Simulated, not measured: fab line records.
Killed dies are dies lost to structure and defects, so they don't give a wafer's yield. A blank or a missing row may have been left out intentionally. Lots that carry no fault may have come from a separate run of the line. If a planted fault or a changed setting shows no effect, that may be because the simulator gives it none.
Comparing a struck lot with a sound one :: flow rit_cmos :: 35 out of 202 route steps
Sound: these wafers, L569.1, L569.2, L569.3. The struck wafers were L580.1, L580.2, L580.6. Last of all comes the cause.
Order at every step that has rows: each side's tool, ch and its chambers, its first start. Under that, the readings that differ: sound wafers :: struck wafers :: difference of the means :: sigmas: that difference in standard deviations of wafers without a fault.
alike: same words and numbers on both sides, and readings whose means sit less than 2 such deviations apart. not compared: any withheld reading, any reading some wafer has no value for, any bound like >300 that may hide the same value, and any number with overlapping values for which the record gives no deviation.
The two part at a step that has a row with sigmas, a row that says differs or no value, or rows on one side only. When numbers do not overlap yet have no deviation, they are printed without sigmas and do not part them. A reading that every wafer of one side lacks parts them only if that side has two wafers or more.

RIT_ACTIVE_BOW_MEAS_00:
  struck on film_metro-01, day 3 22:00; sound on film_metro-01, day 1 15:00
  alike: INCOMING_BOW
then, 1 step without rows for these wafers: RIT_ACTIVE_OXIDATION_01 (target thk 46.8 nm, ox time 3360 s).
RIT_ACTIVE_THK_MEAS_02:
  struck on film_metro-03, day 4 03:19; sound on film_metro-03, day 1 17:12
  alike: ACTIVE_OXIDE_THK
RIT_ACTIVE_CVD_03: deposits Si3N4 from SiH2Cl2/NH3, target thk 150 nm, time 1500 s.
  sound on lpcvd-01 ch 0, day 1 17:16; struck on lpcvd-02 ch 0, day 4 03:22
  alike: sih2cl2_flow_sccm, spike_tc_source_C
RIT_ACTIVE_THK_MEAS_04:
  struck on film_metro-01, day 4 04:47; sound on film_metro-01, day 1 18:40
  alike: ACTIVE_NITRIDE_THK
then, 6 steps without rows for these wafers: RIT_ACTIVE_HMDS_05 (prime time 60 s); RIT_ACTIVE_COAT_06 (resist thk 1000 nm); RIT_ACTIVE_SOFTBAKE_07 (time 60 s); RIT_ACTIVE_EXPOSE_08 (exposes mask M1, target cd 1400 nm); RIT_ACTIVE_PEB_09; RIT_ACTIVE_DEVELOP_10 (develop time 50 s).
RIT_ACTIVE_CD_MEAS_11: the cd target is 1400 nm.
  struck on cd_sem-02, day 4 05:42; sound on cd_sem-02, day 1 19:35
reading: cd_nm (nm)
sound: 1399.2 1398.7 1398.3
struck: 1404.2 1403.4 1403.7
difference: +5.0
sigmas: +2
then, 1 step without rows for these wafers: RIT_ACTIVE_HARDBAKE_12 (time 60 s).
RIT_ACTIVE_ETCH_13: etches Si3N4 in SF6, stops on SiO2, time 210 s, target depth 210 nm.
  sound on rie_diel-01 ch 0,1,3, day 1 19:52; struck on rie_diel-04 ch 0,1,3, day 4 05:58
  alike: drypump_motor_current_A, oes_product_au, throttle_valve_pct
  not compared: rf_hours_counter_h
RIT_ACTIVE_STRIP_14: strips in O2, time 180 s.
  sound on plasma_asher-03 ch 0,1, day 1 19:59; struck on plasma_asher-02 ch 0,1, day 4 06:06
  alike: drypump_motor_current_A
  not compared: rf_hours_counter_h
RIT_ACTIVE_CD_MEAS_90: the cd target is 1400 nm.
  struck on cd_sem-02, day 4 06:17; sound on cd_sem-01, day 1 20:10
reading: cd_nm (nm)
sound: 1399.2 1398.9 1398.3
struck: 1404.1 1403.2 1403.7
difference: +4.9
sigmas: +2
then, 4 steps without rows for these wafers: RIT_ACTIVE_CLEAN_15 (cleans in SC1, time 600 s); RIT_ACTIVE_CLEAN_16 (cleans in dHF, time 30 s); RIT_ACTIVE_CLEAN_17 (cleans in SC2, time 600 s); RIT_FOX1_OXIDATION_00 (target thk 350.7 nm, ox time 1130 s).
RIT_FOX1_THK_MEAS_01:
  struck on film_metro-02, day 4 08:15; sound on film_metro-04, day 1 23:35
  alike: FOX1_OXIDE_THK
then, 2 steps without rows for these wafers: RIT_FOX1_WET_ETCH_02 (etches SiO2 in BOE, target depth 350 nm, time 390 s); RIT_FOX2_OXIDATION_00 (target thk 350.7 nm, ox time 1130 s).
RIT_FOX2_THK_MEAS_01:
  struck on film_metro-03, day 4 09:44; sound on film_metro-03, day 2 01:05
  alike: FOX2_OXIDE_THK
then, 2 steps without rows for these wafers: RIT_FOX2_CLEAN_02 (cleans in dHF, time 180 s); RIT_FOX2_WET_ETCH_03 (etches Si3N4 in H3PO4, target depth 195 nm, time 2700 s).
RIT_FOX2_THK_MEAS_90:
  struck on film_metro-01, day 4 10:37; sound on film_metro-03, day 2 02:06
  alike: FIELD_OXIDE_LEFT_1_THK
then, 6 steps without rows for these wafers: RIT_NWELL_HMDS_00 (prime time 60 s); RIT_NWELL_COAT_01 (resist thk 1300 nm); RIT_NWELL_SOFTBAKE_02 (time 60 s); RIT_NWELL_EXPOSE_03 (exposes mask M2, target cd 43900 nm); RIT_NWELL_PEB_04; RIT_NWELL_DEVELOP_05 (develop time 68 s).
RIT_M1_METAL_ETCH_12: etches Al in Cl2/BCl3, stops on SiO2, time 165 s, target depth 600 nm.
  sound on rie_metal-01 ch 0,1, day 3 18:57; struck on rie_metal-02 ch 0,1, day 6 02:31
reading: model.M1.cd_nm (nm)
sound: 2602 2606 2605
struck: 2638 2633 2636
difference: +31
sigmas: 
  alike: drypump_motor_current_A, oes_product_au, throttle_valve_pct
  not compared: rf_hours_counter_h
RIT_M1_PROBE_99:
  struck on prober-01, day 6 11:40; sound on prober-02, day 3 21:13
reading: hold
sound: - - -
struck: await_dispo/4.3h/release await_dispo/4.3h/release await_dispo/4.3h/release
difference: no value on the sound wafers
sigmas: 

reading: killed_at_front_end
sound: 7 7 8
struck: 16 18 21
difference: +11
sigmas: +4

reading: killed_dies
sound: 7 7 8
struck: 16 18 21
difference: +11
sigmas: +4
  alike: killed_open, killed_short

WHERE THEY PART
First at RIT_ACTIVE_CD_MEAS_11; last, within this record, at RIT_M1_PROBE_99.

WHY: whatever the simulator had introduced
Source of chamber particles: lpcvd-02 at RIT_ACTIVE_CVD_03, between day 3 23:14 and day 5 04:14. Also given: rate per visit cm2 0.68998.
